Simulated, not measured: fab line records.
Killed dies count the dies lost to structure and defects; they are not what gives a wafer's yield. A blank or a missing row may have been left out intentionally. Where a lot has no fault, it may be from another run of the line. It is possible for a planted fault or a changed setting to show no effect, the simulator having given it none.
fab line records	flow ritCmos
record lots=14	wafers=42	lastDay=7
route steps=202 shown GATE@81
lots untouched by any fault: they come from a run of this same line in which no faults occurred
startH: hours from the record's first day to the start of the lot's first wafer shown	waitH: hours since the lot's step before	" repeats the value in the row above	L1.1+2: a row that stands for several wafers	- no value present, or no start provided	* or withheld: withheld	< > ~ a bound
route shown NAME@n: NAME is a module with steps in the file, n the number in the route of the first one	usual: mean/standard deviation taken from wafers without a fault	same: alike in all rows	chamber/n: place in a boat	sites: the reading at each site	_std_site: standard deviation of those values	_edge_site: the outer-site mean with the inner-site mean subtracted	radiusMm: for every site, how far away it sits from the centre of the wafer	mask NAME#n: copy n	behind: the last tool/chamber to shape the wafer	hold: why the lot was held/for how many hours/how that ended	device: the n, p or np transistor that did not switch	end of line: the tests these same wafers got at the end of their route	for a step that has no rows: nothing shown but its recipe	killed: count of dies lost to structure and defects at first sort (not the wafer's yield)	map: dies across one wafer; x = killed, . = not, _ = none there
set.NAME: the setting the step ran with; set.NAME@STEP: the setting that earlier step ran with	model.NAME: the simulator's own value behind a step, which no gauge read
the route's steps for a sample of lots (tables are steps, rows are wafers)
services: when a tool's chamber went out of use (startH, in hours from the record's first day, below 0 if earlier), for how many hours, and the reason
## steps
# step RIT_GATE_OXIDATION_05
# recipe tempC=900	ambient=O2	targetThkA=30	oxTimeS=270
# usual spikeTcCentreC=902.6/0.93	spikeTcLoadC=923.2/2.5	spikeTcSourceC=923.1/2.9	tubeCenterTempC=900/0.083	tube_center_temp_C_max=902.3/0.38	zonePowerLoadPct=27.1/0.47
lot.wafer	tool	chamber	startH	waitH	spikeTcCentreC	spikeTcLoadC	spikeTcSourceC	tubeCenterTempC	tube_center_temp_C_max	zonePowerLoadPct
L361.4	furnace-03	0	37.25	1.8	902.1	922.9	920.3	899.97	902.5	27.1
L361.5	"	0	"	"	903.8	922.6	919.7	899.97	902.1	26.6
L361.6	"	0	"	"	903.2	921.9	918.1	900.04	901.9	27.1
L363.1	furnace-01	0	47.68	0.1	900.9	923.9	924.3	900.15	902.2	27.8
L363.2	"	0	"	"	901.0	926.4	923.2	899.82	903.3	27.8
L363.4	"	0	"	"	901.9	924.3	924.6	899.98	902.7	28.0
L364.3	furnace-01	0	48.75	0.3	902.7	927.0	922.6	900.05	903.0	27.6
L364.4	"	0	"	"	901.6	925.2	923.0	899.95	902.3	27.8
L364.6	"	0	"	"	901.9	925.5	923.4	899.95	902.4	27.5
L367.2	furnace-01	0	67.05	0.3	916.8	941.3	937.7	915.15	917.5	28.3
L367.3	"	0	"	"	917.7	941.2	940.5	914.92	917.5	28.3
L367.5	"	0	"	"	915.1	941.5	939.3	914.97	917.0	28.6
L368.1	furnace-01	0	69.69	1.3	917.5	939.8	937.1	914.97	917.1	28.4
L368.2	"	0	"	"	918.0	941.9	938.7	914.99	917.8	28.1
L368.5	"	0	"	"	916.7	942.1	938.4	915.03	916.8	29.1
L373.1	furnace-03	0	94.69	0.8	902.1	921.8	920.2	899.99	901.8	27.0
L373.3	"	0	"	"	903.3	921.7	920.1	899.91	901.8	27.6
L373.5	"	0	"	"	900.5	921.7	920.7	899.84	901.8	27.2
L377.1	furnace-04	0	117.05	1.2	902.7	920.0	926.4	900.01	902.2	26.4
L377.2	"	0	"	"	902.3	924.0	927.7	900.05	902.0	26.6
L377.6	"	0	"	"	902.3	920.6	927.0	900.12	902.5	27.2
L378.1	furnace-03	0	118.86	0.4	902.8	920.5	920.4	899.99	901.9	27.0
L378.2	"	0	"	"	902.6	921.7	922.3	899.97	901.8	26.8
L378.5	"	0	"	"	902.1	922.4	919.2	899.89	902.8	27.3
L379.2	furnace-04	0	124.90	0.0	903.1	920.2	925.8	899.97	902.1	26.8
L379.4	"	0	"	"	903.5	920.8	926.9	900	902.2	26.4
L379.6	"	0	"	"	902.5	919.9	927.3	900	902.4	26.7
L380.2	furnace-01	0	131.32	1.1	902.6	926.8	923.0	900.05	902.2	27.5
L380.4	"	0	"	"	901.6	925.3	923.0	900.12	903.0	27.4
L380.6	"	0	"	"	901.2	925.6	922.5	900.03	902.4	27.7
L381.2	furnace-01	0	135.35	0.0	902.2	928.4	925.0	899.86	901.9	27.7
L381.4	"	0	"	"	900.6	925.3	923.5	900.06	902.1	27.6
L381.5	"	0	"	"	903.1	926.9	922.2	899.92	901.9	27.5
L382.2	furnace-04	0	138.69	1.0	903.3	920.0	927.1	899.98	902.2	27.3
L382.3	"	0	"	"	902.6	923.0	927.0	899.98	902.1	26.8
L382.6	"	0	"	"	903.4	919.9	925.7	900.15	902.2	26.8
L383.1	furnace-03	0	145.13	1.1	902.0	922.1	920.2	899.87	901.9	26.8
L383.4	"	0	"	"	902.2	921.8	920.2	900	902.0	26.9
L383.5	"	0	"	"	900.9	922.1	919.9	899.98	902.2	27.4
L384.1	furnace-01	0	150.79	0.9	903.3	925.5	924.8	899.93	902.4	27.4
L384.3	"	0	"	"	901.2	925.8	924.7	899.97	902.8	27.4
L384.4	"	0	"	"	901.1	926.6	924.1	899.93	902.0	27.9
# step RIT_GATE_THK_MEAS_07
# recipe reads=SiO2_of_GATE_OXIDATION_05
# usual GATE_OXIDE_THK=3.00/0.072
lot.wafer	tool	chamber	startH	waitH	GATE_OXIDE_THK[nm]
L361.4	filmMetro-01	-	39.24	0.0	3.01
L361.5	"	-	"	"	2.97
L361.6	"	-	"	"	2.95
L363.1	filmMetro-01	-	49.95	0.0	3.13
L363.2	"	-	"	"	3.18
L363.4	"	-	"	"	3.18
L364.3	filmMetro-01	-	50.10	0.0	3.05
L364.4	"	-	"	"	3.11
L364.6	"	-	"	"	3.00
L367.2	filmMetro-04	-	69.70	0.0	3.78
L367.3	"	-	"	"	3.71
L367.5	"	-	"	"	3.65
L368.1	filmMetro-04	-	73.18	0.0	3.68
L368.2	"	-	"	"	3.65
L368.5	"	-	"	"	3.68
L373.1	filmMetro-01	-	98.48	0.0	2.91
L373.3	"	-	"	"	2.83
L373.5	"	-	"	"	2.89
L377.1	filmMetro-04	-	118.38	0.0	2.94
L377.2	"	-	"	"	2.94
L377.6	"	-	"	"	3.03
L378.1	filmMetro-03	-	121.15	0.0	2.97
L378.2	"	-	"	"	2.99
L378.5	"	-	"	"	2.98
L379.2	filmMetro-01	-	127.92	0.0	3.11
L379.4	"	-	"	"	3.12
L379.6	"	-	"	"	3.09
L380.2	filmMetro-01	-	133.89	0.0	3.07
L380.4	"	-	"	"	3.01
L380.6	"	-	"	"	2.99
L381.2	filmMetro-04	-	137.39	0.0	2.93
L381.4	"	-	"	"	2.86
L381.5	"	-	"	"	2.96
L382.2	filmMetro-01	-	141.76	0.0	2.95
L382.3	"	-	"	"	2.91
L382.6	"	-	"	"	2.97
L383.1	filmMetro-04	-	147.99	0.0	3.00
L383.4	"	-	"	"	3.05
L383.5	"	-	"	"	2.97
L384.1	filmMetro-03	-	153.47	0.0	2.95
L384.3	"	-	"	"	3.04
L384.4	"	-	"	"	3.05
## services
tool	chamber	startH	hours	kind
furnace-04	-	88.26	3.3	pm
furnace-03	-	97.08	2.8	pm
furnace-03	-	114.52	3.0	pm
## key
firstSign step=RIT_GATE_OXIDATION_05	reading=tubeCenterTempC	direction=up	sigmas=99+	usual=*	struck=*
effect step=RIT_GATE_OXIDATION_05	reading=tube_center_temp_C_max	direction=up	sigmas=40	usual=*	struck=*
effect step=RIT_GATE_THK_MEAS_07	reading=GATE_OXIDE_THK	direction=up	sigmas=9.6	usual=3.00	struck=3.69
metAt RIT_GATE_OXIDATION_05
struckLots L367,L368
testerLeftOut L367,L368
onsetBetween 48.75 67.05
fault kind=processParameterDrift	tool=furnace-01	chamber=-	onsetH=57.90	steps=RIT_GATE_OXIDATION_05	channel=tempC	offset=*	shape=step	endH=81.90	actsIn=*	stated=*
# testerLeftOut: of these lots the tester's yield and bins aren't shown, on N5 and GAA mostly nor the transistor test; their killed dies are dies lost to structure and defects alone, not to doping, threshold or leakage, so they don't give the yield
